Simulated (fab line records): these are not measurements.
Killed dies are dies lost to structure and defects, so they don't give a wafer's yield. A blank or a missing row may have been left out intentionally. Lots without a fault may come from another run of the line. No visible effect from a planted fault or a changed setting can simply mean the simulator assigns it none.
What tool caused it? | flow rit-cmos | Sampling: 14 lots, 42 wafers, 2 of 202 route steps

== WHAT THE GAUGES SHOWED, per wafer ==
RIT_M1_CD_MEAS_90 targets a cd of 2600 nm. Usual: cd-nm 2600 nm, standard deviation 3.7.
lot  | measured    | on        | cd-nm (nm)     | flag
L173 | day 3 10:07 | cd-sem-02 | 2601 2593 2601 |
L174 | day 3 19:25 | cd-sem-02 | 2610 2606 2609 |
L175 | day 3 21:47 | cd-sem-01 | 2597 2600 2598 |
L177 | day 4 09:01 | cd-sem-02 | 2600 2600 2599 |
L178 | day 4 18:01 | cd-sem-02 | 2601 2594 2599 |
L179 | day 4 20:46 | cd-sem-02 | 2593 2597 2595 |
L180 | day 4 23:10 | cd-sem-02 | 2598 2603 2601 |
L181 | day 5 06:30 | cd-sem-02 | 2598 2594 2596 |
L182 | day 5 10:45 | cd-sem-01 | 2601 2600 2602 |
L187 | day 6 15:02 | cd-sem-01 | 2590 2587 2589 | OFF
L190 | day 7 21:10 | cd-sem-01 | 2588 2587 2587 | OFF
L191 | day 8 10:39 | cd-sem-01 | 2605 2604 2604 |
L192 | day 8 10:55 | cd-sem-01 | 2601 2602 2594 |
L196 | day 9 00:36 | cd-sem-01 | 2606 2605 2595 |

== WHICH TOOL RAN EACH LOT (tool, then ch and the chambers of the sampled wafers, then the start) ==
lot  | RIT_M1_METAL_ETCH_12
L173 | rie-metal-04 ch 0,1, day 3 09:26
L174 | rie-metal-02 ch 0,1, day 3 18:53
L175 | rie-metal-03 ch 0,1, day 3 21:16
L177 | rie-metal-02 ch 1, day 4 08:13
L178 | rie-metal-03 ch 0,1, day 4 17:29
L179 | rie-metal-04 ch 0,1, day 4 20:16
L180 | rie-metal-02 ch 0,1, day 4 22:38
L181 | rie-metal-03 ch 0,1, day 5 05:58
L182 | rie-metal-04 ch 0,1, day 5 10:14
L187 | rie-metal-03 ch 0,1, day 6 14:32
L190 | rie-metal-03 ch 0,1, day 7 20:38
L191 | rie-metal-02 ch 0, day 8 10:08
L192 | rie-metal-04 ch 0,1, day 8 10:23
L196 | rie-metal-04 ch 0,1, day 9 00:05
- RIT_M1_METAL_ETCH_12: etches Al in Cl2/BCl3, stops on SiO2, time 165 s, target depth 600 nm.

== AS READ BY THE TOOLS THEMSELVES (means over the sampled wafers that have a number; for cases with no such wafer, the mark the record gives instead) ==
RIT_M1_METAL_ETCH_12. Usual: chamber-pressure-mTorr 100.01 mTorr, standard deviation 0.084; drypump-motor-current-A 5.4 A, standard deviation 0.52; oes-product-au 0.778 a.u., standard deviation 0.0094; throttle-valve-pct 8.29 %, standard deviation 0.15.
lot  | tool         | chamber-pressure-mTorr (mTorr) | drypump-motor-current-A (A) | oes-product-au (a.u.) | throttle-valve-pct (%) | flag
L173 | rie-metal-04 | 100.03                         | 5.4                         | 0.779                 | 8.27                   |
L174 | rie-metal-02 | 99.95                          | 5.4                         | 0.780                 | 8.21                   |
L175 | rie-metal-03 | 100.09                         | 5.4                         | 0.779                 | 8.30                   |
L177 | rie-metal-02 | 100.02                         | 5.6                         | 0.777                 | 8.46                   |
L178 | rie-metal-03 | 100.02                         | 5.9                         | 0.780                 | 8.24                   |
L179 | rie-metal-04 | 100.03                         | 5.1                         | 0.778                 | 8.38                   |
L180 | rie-metal-02 | 100.02                         | 5.5                         | 0.779                 | 8.33                   |
L181 | rie-metal-03 | 99.93                          | 5.4                         | 0.775                 | 8.31                   |
L182 | rie-metal-04 | 100.09                         | 5.4                         | 0.772                 | 8.29                   |
L187 | rie-metal-03 | 100.05                         | 5.4                         | 0.776                 | 8.30                   |
L190 | rie-metal-03 | 100.10                         | 5.4                         | 0.772                 | 8.30                   |
L191 | rie-metal-02 | 100.00                         | 5.3                         | 0.790                 | 8.08                   |
L192 | rie-metal-04 | 100.01                         | 5.3                         | 0.774                 | 8.28                   |
L196 | rie-metal-04 | 99.98                          | 5.3                         | 0.767                 | 8.29                   |

== THE ANSWER, worked out from the rows above alone ==
Rule: lot off if the mean of its wafers having a number is beyond 3 standard deviations from the usual mean. Also off: a lot with no number at a reading for which 4 or more lots have one. The other lots that the step has rows for count as sound. After the gauges, taken in route order, come the tools' own readings; for these a lot's mean is taken, as printed above. The first step at which some lot is off is used, and at that step the reading that is off furthest; a lot without a number counts as furthest.
Off at RIT_M1_CD_MEAS_90 (cd-nm): L187, L190.
A tool fits if, at a process step before that reading, it ran every lot that is off, and no sound lot after the first of them. Gauges at RIT_M1_CD_MEAS_90: tried the same way as those tools. One fits: RIT_M1_METAL_ETCH_12 on rie-metal-03. A fault onset in the window from L181 (day 5 05:58, its last sound lot) to L187 (day 6 14:32, its first lot off) fits.

== WHAT THE SIMULATOR PUT IN ==
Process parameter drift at RIT_M1_METAL_ETCH_12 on rie-metal-03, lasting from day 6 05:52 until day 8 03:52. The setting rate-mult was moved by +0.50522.
Shown lots that were struck: L187, L190. The rule above reached the same finding.
